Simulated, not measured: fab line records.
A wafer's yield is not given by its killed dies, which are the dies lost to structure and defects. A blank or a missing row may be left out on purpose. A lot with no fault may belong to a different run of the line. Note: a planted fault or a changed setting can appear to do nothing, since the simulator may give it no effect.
The tool behind it: which one? / flow berkeley-cmos170 / 14 lots with 42 wafers sampled at 3 steps, on a route of 331 steps

== WHAT THE GAUGES READ, wafer by wafer ==
UCB170_ACTIVE_CD_MEAS_13: the cd target is 1200 nm.
lot=L194; measured=day 4 03:06; on=cd-sem-01; cd-nm (nm)=1199.4 1199.7 1198.9
lot=L195; measured=day 4 22:52; on=cd-sem-01; cd-nm (nm)=1197.5 1198.3 1199.1
lot=L196; measured=day 4 22:35; on=cd-sem-02; cd-nm (nm)=1199.5 1200.2 1199.1
lot=L198; measured=day 5 05:36; on=cd-sem-01; cd-nm (nm)=1201.9 1200.9 1200.2
lot=L199; measured=day 5 05:31; on=cd-sem-02; cd-nm (nm)=1201.6 1200.9 1201.2
lot=L200; measured=day 5 05:41; on=cd-sem-02; cd-nm (nm)=1200.5 1202.1 1202.3
lot=L205; measured=day 6 13:59; on=cd-sem-02; cd-nm (nm)=1201.4 1200.6 1200.4
lot=L206; measured=day 6 13:55; on=cd-sem-01; cd-nm (nm)=1200.7 1199.2 1200.6
lot=L209; measured=day 7 07:45; on=cd-sem-02; cd-nm (nm)=1199.1 1200.2 1198.5
lot=L210; measured=day 7 07:30; on=cd-sem-01; cd-nm (nm)=1201.5 1201.9 1202.0
lot=L211; measured=day 7 22:08; on=cd-sem-02; cd-nm (nm)=1198.8 1199.5 1199.8
lot=L212; measured=day 7 22:21; on=cd-sem-02; cd-nm (nm)=1200.4 1199.7 1200.1
lot=L215; measured=day 8 15:50; on=cd-sem-01; cd-nm (nm)=1200.8 1199.8 1201.9
lot=L216; measured=day 8 15:35; on=cd-sem-02; cd-nm (nm)=1199.6 1198.8 1198.9

UCB170_PFIELD_OVL_MEAS_06.
lot=L194; measured=day 4 05:49; on=overlay-02; PFIELD_OVL (nm)=-1 -6 -3
lot=L195; measured=day 5 01:19; on=overlay-02; PFIELD_OVL (nm)=6 7 7
lot=L196; measured=day 5 01:18; on=overlay-01; PFIELD_OVL (nm)=-6 -2 0
lot=L198; measured=day 5 10:13; on=overlay-02; PFIELD_OVL (nm)=1 -4 -3
lot=L199; measured=day 5 11:20; on=overlay-01; PFIELD_OVL (nm)=3 2 4
lot=L200; measured=day 5 11:02; on=overlay-02; PFIELD_OVL (nm)=4 5 4
lot=L205; measured=day 6 16:10; on=overlay-01; PFIELD_OVL (nm)=-2 -4 -10
lot=L206; measured=day 6 15:53; on=overlay-01; PFIELD_OVL (nm)=-9 -7 -2
lot=L209; measured=day 7 10:36; on=overlay-02; PFIELD_OVL (nm)=2 -3 1
lot=L210; measured=day 7 10:28; on=overlay-01; PFIELD_OVL (nm)=0 0 3
lot=L211; measured=day 8 00:19; on=overlay-02; PFIELD_OVL (nm)=-6 -6 -2
lot=L212; measured=day 8 00:37; on=overlay-01; PFIELD_OVL (nm)=-6 -5 -6
lot=L215; measured=day 8 17:34; on=overlay-02; PFIELD_OVL (nm)=-1 -2 -8
lot=L216; measured=day 8 17:19; on=overlay-01; PFIELD_OVL (nm)=-3 5 -6

== EACH LOT AND THE TOOL THAT RAN IT (in order: tool; ch and the chambers of the sampled wafers; start) ==
lot=L194; UCB170_ZERO_STRIP_07=plasma-asher-03 ch 0,1, day 2 01:05
lot=L195; UCB170_ZERO_STRIP_07=plasma-asher-04 ch 0,1, day 2 06:44
lot=L196; UCB170_ZERO_STRIP_07=plasma-asher-01 ch 0,1, day 2 12:11
lot=L198; UCB170_ZERO_STRIP_07=plasma-asher-01 ch 0,1, day 2 21:22
lot=L199; UCB170_ZERO_STRIP_07=plasma-asher-03 ch 0,1, day 3 02:28
lot=L200; UCB170_ZERO_STRIP_07=plasma-asher-03 ch 0,1, day 3 04:07
lot=L205; UCB170_ZERO_STRIP_07=plasma-asher-04 ch 1, day 4 07:14
lot=L206; UCB170_ZERO_STRIP_07=plasma-asher-04 ch 1, day 4 08:00
lot=L209; UCB170_ZERO_STRIP_07=plasma-asher-01 ch 0,1, day 5 03:36
lot=L210; UCB170_ZERO_STRIP_07=plasma-asher-01 ch 0,1, day 5 05:19
lot=L211; UCB170_ZERO_STRIP_07=plasma-asher-01 ch 0,1, day 5 12:04
lot=L212; UCB170_ZERO_STRIP_07=plasma-asher-01 ch 0,1, day 5 14:39
lot=L215; UCB170_ZERO_STRIP_07=plasma-asher-04 ch 0,1, day 6 08:47
lot=L216; UCB170_ZERO_STRIP_07=plasma-asher-04 ch 0,1, day 6 13:06
- UCB170_ZERO_STRIP_07: strips in O2.

== WHAT THE TOOLS THEMSELVES READ (means of the sampled wafers that have a number; where no wafer has one, the mark that the record gives instead) ==
UCB170_ZERO_STRIP_07.
lot=L194; tool=plasma-asher-03; drypump-motor-current-A (A)=5.6; oes-product-au (a.u.)=0.724; strip-time-to-endpoint-s (s)=21.47
lot=L195; tool=plasma-asher-04; drypump-motor-current-A (A)=6.3; oes-product-au (a.u.)=0.730; strip-time-to-endpoint-s (s)=21.42
lot=L196; tool=plasma-asher-01; drypump-motor-current-A (A)=5.3; oes-product-au (a.u.)=0.725; strip-time-to-endpoint-s (s)=21.50
lot=L198; tool=plasma-asher-01; drypump-motor-current-A (A)=5.3; oes-product-au (a.u.)=0.732; strip-time-to-endpoint-s (s)=21.49
lot=L199; tool=plasma-asher-03; drypump-motor-current-A (A)=5.6; oes-product-au (a.u.)=0.728; strip-time-to-endpoint-s (s)=21.47
lot=L200; tool=plasma-asher-03; drypump-motor-current-A (A)=5.7; oes-product-au (a.u.)=0.728; strip-time-to-endpoint-s (s)=21.48
lot=L205; tool=plasma-asher-04; drypump-motor-current-A (A)=6.1; oes-product-au (a.u.)=0.725; strip-time-to-endpoint-s (s)=21.48
lot=L206; tool=plasma-asher-04; drypump-motor-current-A (A)=6.1; oes-product-au (a.u.)=0.721; strip-time-to-endpoint-s (s)=21.48
lot=L209; tool=plasma-asher-01; drypump-motor-current-A (A)=5.3; oes-product-au (a.u.)=0.728; strip-time-to-endpoint-s (s)=21.50
lot=L210; tool=plasma-asher-01; drypump-motor-current-A (A)=5.4; oes-product-au (a.u.)=0.727; strip-time-to-endpoint-s (s)=21.42
lot=L211; tool=plasma-asher-01; drypump-motor-current-A (A)=5.3; oes-product-au (a.u.)=0.729; strip-time-to-endpoint-s (s)=21.53
lot=L212; tool=plasma-asher-01; drypump-motor-current-A (A)=5.4; oes-product-au (a.u.)=0.729; strip-time-to-endpoint-s (s)=21.45
lot=L215; tool=plasma-asher-04; drypump-motor-current-A (A)=6.2; oes-product-au (a.u.)=0.730; strip-time-to-endpoint-s (s)=21.41
lot=L216; tool=plasma-asher-04; drypump-motor-current-A (A)=6.2; oes-product-au (a.u.)=0.724; strip-time-to-endpoint-s (s)=21.46

== THE ANSWER, worked out from the rows above alone ==
Rule: usual is defined by the lots themselves. Put in order of their means at a reading, lots are off if they are a third of the lots or fewer, leave a main group of 4 or more, and stand apart from it by a gap of 3 or more times the standard deviation of the main group's means; of several such gaps the widest counts. Not used: any main group whose means are identical at the precision the tables above print for the reading. Also off: a lot with no number at a reading for which 4 or more lots have one. The other lots that the step has rows for count as sound. After the gauges, taken in route order, come the tools' own readings; for these a lot's mean is taken, as printed above. At the first step where some lot is off, the reading lying furthest off is the one used; lots without a number count as furthest.
Nothing can be told from this: no lot is off at any reading shown.

== WHAT WAS PUT IN BY THE SIMULATOR ==
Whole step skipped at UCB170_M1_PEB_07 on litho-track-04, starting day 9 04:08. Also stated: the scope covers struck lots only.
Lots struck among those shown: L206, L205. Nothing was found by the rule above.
